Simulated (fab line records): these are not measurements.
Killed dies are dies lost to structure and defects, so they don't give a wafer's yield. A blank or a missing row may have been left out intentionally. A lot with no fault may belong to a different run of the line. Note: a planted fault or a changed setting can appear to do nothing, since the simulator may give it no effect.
Chamber matching | flow berkeley_cmos170 | cmp-01 running UCB170_V2_CMP_02: 4 sister chambers
The step polishes SiO2. 7 wafers are shown with their chamber, then 8 later ones without.

== EACH WAFER AND ITS CHAMBER ==
wafer  | chamber | motor_current_A (A) | platen_rpm (rpm)
L464.2 | 3       | 13.3                | 59.89
L464.6 | 0       | 15.9                | 59.93
L469.2 | 0       | 15.8                | 59.98
L482.1 | 1       | 16.3                | 60.04
L482.2 | 2       | 15.5                | 60.03
L482.6 | 1       | 17.2                | 60.01
L481.1 | 2       | 15.7                | 60.00

== WAFERS WITH NO CHAMBER GIVEN ==
wafer  | motor_current_A (A) | platen_rpm (rpm)
L481.3 | 17.2                | 60.04
L481.4 | 14.7                | 59.98
L483.1 | 17.2                | 60.00
L483.5 | 16.7                | 60.03
L483.6 | 15.8                | 59.97
L485.2 | 15.9                | 60.03
L485.4 | 14.3                | 60.01
L485.6 | 16.2                | 59.93

== WHICH CHAMBER EACH WENT THROUGH ==
wafer  | from the rows above          | in truth
L481.3 | 1                            | 1
L481.4 | can't be placed: 2 or 0      | 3
L483.1 | 1                            | 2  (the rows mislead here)
L483.5 | 1                            | 1
L483.6 | can't be placed: 0 or 2      | 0
L485.2 | can't be placed: 2 or 1 or 0 | 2
L485.4 | can't be placed: 2 or 0 or 3 | 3
L485.6 | 0                            | 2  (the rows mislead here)
Correctly placed: 2 of 8. From these rows, 4 cannot be placed; in 3 the true chamber is one of the candidates. Number placed wrongly: 2.
How it was worked out, from the rows above alone: a wafer's distance from a chamber is the root of the sum, over the readings, of the square of ((its reading less the chamber's mean) divided by the reading's scatter). If the next closest chamber is less than 2 further off than the closest, the wafer can't be placed; otherwise it belongs to the closest. The mean given for a chamber averages the wafers shown for that chamber. How the scatter is found: for the shown wafers, subtract from each reading the mean of its chamber, square and add these, divide the total by (wafers less chambers), then take the root.
